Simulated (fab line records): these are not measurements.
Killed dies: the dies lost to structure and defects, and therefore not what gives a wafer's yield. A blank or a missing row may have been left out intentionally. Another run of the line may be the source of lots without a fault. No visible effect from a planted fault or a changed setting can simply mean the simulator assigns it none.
fab line records    flow ritCmos
record: lots: 6  wafers: 18  lastDay: 7
route steps=202 shown M1@184
lots untouched by any fault: they come from a run of this same line in which no faults occurred
startH: start of the lot's first displayed wafer, in hours after the record's first day    waitH: hours from the lot's prior step to this one    " the same as in the row above    L1.1+2: several wafers, shown together as one row    - no value, or no start given    * or withheld: withheld    < > ~ a bound
route shown NAME@n: NAME is a module with steps in the file, n the number in the route of the first one    usual: mean/standard deviation taken from wafers without a fault    same: alike in all rows    chamber/n: place in a boat    sites: readings site by site    _std_site: the values' standard deviation    _edge_site: outer sites' mean less inner sites'    radiusMm: for every site, how far away it sits from the centre of the wafer    mask NAME#n: copy n    behind: tool/chamber where the wafer was last shaped    hold: cause of the lot's hold/its duration in hours/its outcome    device: names the non-switching transistor (n, p or np)    end of line: the same wafers' tests at the end of the route    a step given without rows: its recipe and nothing more    killed: the dies lost at the first sort to structure and to defects; this is not the yield of the wafer    map: the dies of a wafer, with x for killed, . for not killed, _ for no die there
set.NAME: the setting as run; set.NAME@STEP: as run at that earlier step    model.NAME: the simulator's own value behind a step, which no gauge read
lots seen at some steps along the route; tables by step, rows by wafer
services: the hour from which a tool's chamber was out of use, counted from the record's first day as startH (under 0 if before that day), plus the number of hours and why
== steps ==
step: RIT_M1_SPUTTER_00
recipe: material: Al  targetThkNm: 400  powerW: 2000  chamberPressurePa: 0.4  gas: Ar  timeS: 500  substrateTempC: 25
usual: cathodeDcPowerW: 2000.0/0.37  throttleValvePct: 29.7/1.1
lot.wafer  tool           chamber  startH  waitH  cathodeDcPowerW  throttleValvePct
L497.4     pvdSputter-03  -        82.30   0.1    1999.6           28.6
L497.5     "              -        "       "      1999.8           29.4
L497.6     "              -        "       "      2000.5           29.0
L503.2     pvdSputter-01  -        110.96  0.0    2000.0           31.3
L503.3     "              -        "       "      2000.8           28.7
L503.5     "              -        "       "      2000.2           28.2
L506.4     pvdSputter-03  -        123.97  0.0    1999.2           28.3
L506.5     "              -        "       "      2000.0           29.0
L506.6     "              -        "       "      2000.1           29.1
L511.1     pvdSputter-01  -        147.83  0.0    2000.3           29.2
L511.2     "              -        "       "      1999.9           28.7
L511.3     "              -        "       "      1999.7           30.9
L513.3     pvdSputter-01  -        162.60  0.0    2000.0           30.8
L513.5     "              -        "       "      2000.3           31.1
L513.6     "              -        "       "      1999.9           29.2
L514.4     pvdSputter-03  -        166.81  0.0    1999.5           29.0
L514.5     "              -        "       "      2000.6           30.7
L514.6     "              -        "       "      2000.4           29.1
step: RIT_M1_RS_MEAS_01
recipe: thkMeasGauge: four-point-probe  reads: Al_of_M1_SPUTTER_00
usual: M1_AL_RS: 0.0735/0.00076
lot.wafer  tool          chamber  startH  waitH  M1_AL_RS[ohm/sq]
L497.4     filmMetro-04  -        82.51   0.1    0.0740
L497.5     "             -        "       "      0.0733
L497.6     "             -        "       "      0.0732
L503.2     filmMetro-03  -        111.27  0.2    0.0737
L503.3     "             -        "       "      0.0733
L503.5     "             -        "       "      0.0730
L506.4     filmMetro-04  -        124.32  0.2    0.0754
L506.5     "             -        "       "      0.0737
L506.6     "             -        "       "      0.0740
L511.1     filmMetro-03  -        148.13  0.1    0.0734
L511.2     "             -        "       "      0.0740
L511.3     "             -        "       "      0.0732
L513.3     filmMetro-03  -        162.93  0.2    0.0728
L513.5     "             -        "       "      0.0730
L513.6     "             -        "       "      0.0731
L514.4     filmMetro-02  -        167.17  0.2    0.0720
L514.5     "             -        "       "      0.0739
L514.6     "             -        "       "      0.0728
step: RIT_M1_THK_MEAS_02
recipe: thkMeasGauge: xrf  reads: Al_of_M1_SPUTTER_00
usual: M1_AL_THK: 408/5.2
lot.wafer  tool          chamber  startH  waitH  M1_AL_THK[nm]
L497.4     filmMetro-04  -        82.60   0.1    405
L497.5     "             -        "       "      404
L497.6     "             -        "       "      406
L503.2     filmMetro-03  -        111.38  0.1    409
L503.3     "             -        "       "      411
L503.5     "             -        "       "      413
L506.4     filmMetro-04  -        124.41  0.1    396
L506.5     "             -        "       "      407
L506.6     "             -        "       "      400
L511.1     filmMetro-03  -        148.25  0.1    409
L511.2     "             -        "       "      408
L511.3     "             -        "       "      412
L513.3     filmMetro-03  -        163.03  0.1    417
L513.5     "             -        "       "      413
L513.6     "             -        "       "      416
L514.4     filmMetro-02  -        167.26  0.1    409
L514.5     "             -        "       "      403
L514.6     "             -        "       "      405
step: RIT_M1_HMDS_03
recipe: primeTimeS: 60  primeTempC: 140
step: RIT_M1_COAT_04
recipe: resist: NOVOLAK  spinRpm: 2000  resistThkNm: 1300
step: RIT_M1_SOFTBAKE_05
recipe: resist: NOVOLAK  tempC: 90  timeS: 60
step: RIT_M1_EXPOSE_06
recipe: maskId: M12  na: 0.6  sourceShape: conventional  sigmaOuter: 0.5  targetCdNm: 2600  doseMj: 250
step: RIT_M1_PEB_07
recipe: resist: NOVOLAK  tempC: withheld  timeS: withheld
step: RIT_M1_DEVELOP_08
recipe: resist: NOVOLAK  developTimeS: 68  devTempC: 23.78
step: RIT_M1_CD_MEAS_09
recipe: targetCdNm: 2600
usual: cdNm: 2599.3/2.4
lot.wafer  tool      chamber  startH  waitH  cdNm
L497.4     cdSem-02  -        83.57   -      2599.5
L497.5     "         -        "       "      2600.4
L497.6     "         -        "       "      2600.3
L503.2     cdSem-02  -        112.47  -      2599.3
L503.3     "         -        "       "      2602.6
L503.5     "         -        "       "      2598.9
L506.4     cdSem-02  -        125.51  -      2595.2
L506.5     "         -        "       "      2596.7
L506.6     "         -        "       "      2598.5
L511.1     cdSem-01  -        149.31  -      2598.5
L511.2     "         -        "       "      2597.1
L511.3     "         -        "       "      2596.6
L513.3     cdSem-01  -        163.99  -      2598.7
L513.5     "         -        "       "      2595.5
L513.6     "         -        "       "      2596.5
L514.4     cdSem-01  -        168.35  -      2599.8
L514.5     "         -        "       "      2598.7
L514.6     "         -        "       "      2599.5
step: RIT_M1_OVL_MEAS_10
usual: M1_OVL: -0.2/1.4
lot.wafer  tool        chamber  startH  waitH  M1_OVL[nm]
L497.4     overlay-01  -        83.64   0.1    -1.0
L497.5     "           -        "       "      -1.3
L497.6     "           -        "       "      0.3
L503.2     overlay-01  -        112.57  0.1    -0.6
L503.3     "           -        "       "      -1.3
L503.5     "           -        "       "      -2.9
L506.4     overlay-01  -        125.59  0.1    1.3
L506.5     "           -        "       "      0.8
L506.6     "           -        "       "      1.0
L511.1     overlay-01  -        149.43  0.1    1.8
L511.2     "           -        "       "      1.4
L511.3     "           -        "       "      1.3
L513.3     overlay-02  -        164.08  0.1    -0.4
L513.5     "           -        "       "      -1.2
L513.6     "           -        "       "      -0.1
L514.4     overlay-02  -        168.43  0.1    0.3
L514.5     "           -        "       "      -1.2
L514.6     "           -        "       "      -0.8
step: RIT_M1_HARDBAKE_11
recipe: resist: NOVOLAK  tempC: 140  timeS: 120
step: RIT_M1_METAL_ETCH_12
recipe: stopOn: SiO2  chemistry: Cl2/BCl3  target: Al  timeS: 165  overEtchFrac: 0.5  pressureMtorr: 100  targetDepthA: 6000  rfW: 242.2  Cl2_flow_sccm: 60  bcl3FlowSccm: 50
usual: drypumpMotorCurrentA: 5.85/0.27  oesProductAu: 0.777/0.013  runLengthS: 193.4/0.36  throttleValvePct: 8.23/0.12
same: overEtchFrac: 0.5
lot.wafer  tool         chamber  startH  waitH  drypumpMotorCurrentA  oesProductAu  rfHoursCounterH  runLengthS  throttleValvePct  model.NOVOLAK_of_M1_COAT_04.thkNm  model.SiO2_of_CONTACT_CVD_00.thkNm  model.M1.featureDepthNm
L497.4     rieMetal-01  0        83.97   0.1    6.18                  0.795         -                193.2       8.28              815.7                              342.7                               428.1
L497.5     "            1        "       "      5.60                  0.760         -                193.4       8.26              812.6                              343.8                               432
L497.6     "            0        "       "      6.20                  0.797         -                193.4       8.27              816.7                              348.1                               433.1
L503.2     rieMetal-01  1        112.85  0.2    5.59                  0.981         1.3              151.8       8.23              891.5                              342.9                               423.1
L503.3     "            0        "       "      6.21                  1.006         -                151.9       8.24              887.8                              348.9                               425
L503.5     "            1        "       "      5.60                  0.972         -                152.2       8.21              888.7                              361.2                               426.2
L506.4     rieMetal-01  1        125.91  0.1    5.60                  0.957         -                152.4       8.20              896                                352.7                               412.5
L506.5     "            1        "       "      5.59                  0.975         -                152.2       8.23              893.1                              356.7                               422.3
L506.6     "            0        "       "      6.23                  0.993         -                152.2       8.23              894.6                              359.8                               419.4
L511.1     rieMetal-02  1        149.72  0.2    6.20                  0.770         3.4              192.6       8.40              820.1                              337.5                               432.2
L511.2     "            0        "       "      5.67                  0.785         3.4              193.9       8.04              814.4                              343                                 428.9
L511.3     "            1        "       "      6.24                  0.771         -                193.0       8.42              819.7                              342.7                               431.6
L513.3     rieMetal-04  0        164.41  0.2    5.69                  0.764         -                193.3       8.30              819.7                              348.3                               435.6
L513.5     "            0        "       "      5.70                  0.766         -                193.2       8.31              816.9                              351.5                               434.2
L513.6     "            1        "       "      5.69                  0.783         -                193.9       8.11              822.4                              351.9                               432.6
L514.4     rieMetal-02  0        168.75  0.1    5.72                  0.795         -                193.7       8.04              810.9                              355.7                               438.1
L514.5     "            1        "       "      6.23                  0.768         -                192.7       8.41              818.8                              349.4                               428.7
L514.6     "            0        "       "      5.71                  0.799         -                194.2       8.05              818.4                              354.2                               435.1
step: RIT_M1_STRIP_13
recipe: chemistry: nmp  resist: NOVOLAK  tempC: 80  timeS: 600  dry: n2Spin
step: RIT_M1_PROBE_99
usual: defectLimitedYield: 97.6/1.2  killedAtContacts: 0.1/0.23  killedAtFrontEnd: 6/3.1  killedDies: 6/3.1  killedOpen: 3.2/1.9  killedShort: 3.2/2.1
same: grossDies: 264  killed_at_M0_to_M3: 0  killed_at_M4_up: 0  killedAtBackSide: 0  killedAtOther: 0
lot.wafer  tool       chamber  startH  waitH  defectLimitedYield[%]  killedAtContacts  killedAtFrontEnd  killedDies  killedOpen  killedShort  model.etest.tester.sortNPass  model.etest.tester.sortYieldPct  model.etest.m1CombOverSteps.leakLog10AUm  model.etest.ring.quietLog10A  model.etest.antennaM1.vtShiftV
L497.4     prober-02  -        86.32   0.2    97.3                   0                 7                 7           4           3            257                           97.35                            -13                                       -7.646                        -0.01286
L497.5     prober-02  -        86.37   0.2    96.2                   0                 10                10          5           5            254                           96.21                            -12.84                                    -7.921                        -0.008991
L497.6     prober-02  -        86.42   0.2    97.7                   0                 6                 6           2           4            258                           97.73                            -12.63                                    -7.776                        -0.009959
L503.2     prober-02  -        115.15  0.1    96.2                   0                 10                10          3           7            0                             0                                -7.953                                    -6.052                        0.0006996
L503.3     prober-02  -        115.20  0.2    95.1                   0                 13                13          4           9            0                             0                                -7.097                                    -5.331                        -0.00118
L503.5     prober-02  -        115.30  0.2    98.1                   0                 5                 5           4           1            0                             0                                -7.852                                    -5.956                        -0.0001715
L506.4     prober-01  -        158.89  0.2    98.5                   0                 4                 4           2           2            0                             0                                -8.193                                    -6.218                        -0.00699
L506.5     prober-01  -        158.94  0.2    98.1                   0                 5                 5           2           3            0                             0                                -7.351                                    -5.502                        -0.003972
L506.6     prober-01  -        158.99  0.2    97.0                   0                 8                 8           5           3            0                             0                                -6.761                                    -4.8                          -0.005002
L511.1     prober-01  -        159.64  0.8    98.9                   0                 3                 3           1           2            261                           98.86                            -12.57                                    -7.848                        -0.00899
L511.2     prober-01  -        159.69  0.8    98.9                   0                 3                 3           3           0            261                           98.86                            -12.87                                    -7.691                        -0.01255
L511.3     prober-01  -        159.74  0.8    96.6                   0                 9                 9           4           5            255                           96.59                            -12.84                                    -7.85                         -0.009209
L513.3     prober-02  -        166.88  0.2    97.3                   0                 7                 7           6           1            257                           97.35                            -12.75                                    -7.703                        -0.009407
L513.5     prober-02  -        166.98  0.2    97.0                   0                 8                 8           6           2            256                           96.97                            -12.84                                    -7.684                        -0.00148
L513.6     prober-02  -        167.03  0.2    97.3                   1                 6                 7           3           4            257                           97.35                            -12.89                                    -7.556                        -0.006899
L514.4     prober-01  -        171.28  0.2    95.5                   0                 12                12          2           7            252                           95.45                            -12.82                                    -7.748                        -0.01278
L514.5     prober-01  -        171.33  0.2    98.5                   0                 4                 4           3           1            260                           98.48                            -12.81                                    -7.572                        -0.01114
L514.6     prober-01  -        171.38  0.2    99.6                   0                 1                 1           1           0            263                           99.62                            -12.82                                    -7.699                        -0.006664
killed by level:class
L497.4 GATE:geometricParticle:short=3 GATE:geometricParticle:open=2 SPACER:geometricParticle:open=2
L497.5 FOX1:geometricParticle:short=3 REOX:geometricParticle:open=2 FOX1:geometricParticle:open=1 FOX2:geometricParticle:short=1 GATE:geometricParticle:short=1 GATE:geometricParticle:open=1 SPACER:geometricParticle:open=1
L497.6 GATE:geometricParticle:short=2 GATE:geometricParticle:open=1 REOX:geometricParticle:short=1 REOX:geometricParticle:open=1 SPACER:geometricParticle:short=1
L503.2 GATE:geometricParticle:short=4 FOX1:geometricParticle:short=1 FOX2:geometricParticle:short=1 GATE:geometricParticle:open=1 REOX:geometricParticle:open=1 SILICIDE:geometricParticle:short=1 SILICIDE:geometricParticle:open=1
L503.3 GATE:geometricParticle:short=5 GATE:geometricParticle:open=3 SILICIDE:geometricParticle:short=2 FOX2:geometricParticle:short=1 SPACER:geometricParticle:short=1 SILICIDE:geometricParticle:open=1
L503.5 FOX2:geometricParticle:open=2 GATE:geometricParticle:open=2 GATE:geometricParticle:short=1
L506.4 FOX1:geometricParticle:short=1 FOX2:geometricParticle:open=1 SILICIDE:geometricParticle:open=1 SILICIDE:geometricParticle:short=1
L506.5 FOX1:geometricParticle:open=1 GATE:geometricParticle:short=1 GATE:geometricParticle:open=1 SPACER:geometricParticle:short=1 SILICIDE:geometricParticle:short=1
L506.6 FOX1:geometricParticle:open=2 GATE:geometricParticle:short=2 GATE:geometricParticle:open=2 FOX2:geometricParticle:short=1 SPACER:geometricParticle:open=1
L511.1 FOX1:geometricParticle:short=1 GATE:geometricParticle:open=1 SILICIDE:geometricParticle:short=1
L511.2 GATE:geometricParticle:open=2 FOX1:geometricParticle:open=1
L511.3 GATE:geometricParticle:short=2 REOX:geometricParticle:open=2 REOX:geometricParticle:short=2 FOX1:geometricParticle:short=1 FOX2:geometricParticle:open=1 SILICIDE:geometricParticle:open=1
L513.3 REOX:geometricParticle:open=3 FOX1:geometricParticle:open=2 SPACER:geometricParticle:short=1 SILICIDE:geometricParticle:open=1
L513.5 GATE:geometricParticle:open=3 REOX:geometricParticle:open=2 FOX1:geometricParticle:open=1 FOX1:geometricParticle:short=1 SPACER:geometricParticle:short=1
L513.6 FOX1:geometricParticle:short=3 ACTIVE:geometricParticle:open=1 FOX1:geometricParticle:open=1 GATE:geometricParticle:open=1 CONTACT:geometricParticle:short=1
L514.4 GATE:geometricParticle:short=3 PRETRO:coatMicrobubblePrinted=3 SILICIDE:geometricParticle:short=2 FOX1:geometricParticle:short=1 FOX2:geometricParticle:open=1 REOX:geometricParticle:short=1 SPACER:geometricParticle:open=1
L514.5 FOX1:geometricParticle:open=2 GATE:geometricParticle:open=1 SILICIDE:geometricParticle:short=1
L514.6 FOX1:geometricParticle:open=1
== services ==
tool           chamber  startH  hours  kind
rieMetal-04    -        65.62   0.3    repair
rieMetal-02    0        71.83   2.3    repair
rieMetal-04    0        117.35  10.5   repair
rieMetal-04    0        131.99  1.2    repair
pvdSputter-03  -        168.04  1.4    repair
== key ==
firstSign: step: RIT_M1_METAL_ETCH_12  reading: runLengthS  direction: down  sigmas: 99+  usual: *  struck: *
effect: step: RIT_M1_METAL_ETCH_12  reading: oesProductAu  direction: up  sigmas: 16  usual: 0.777  struck: 0.981
modelEffect: step: RIT_M1_METAL_ETCH_12  value: NOVOLAK_of_M1_COAT_04.thkNm  without: 812  struck: 891.9
modelEffect: step: RIT_M1_PROBE_99  value: etest.tester.sortNPass  without: 256.5  struck: 0
metAt RIT_M1_METAL_ETCH_12
struckWafers L503.2,L503.3,L503.5,L506.4,L506.5,L506.6
onsetBetween 83.97 112.85
fault: kind: processParameterDrift  tool: rieMetal-01  chamber: -  onsetH: 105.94  steps: RIT_M1_METAL_ETCH_12  channel: timeS  offset: *  shape: step  endH: 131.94  stated: *
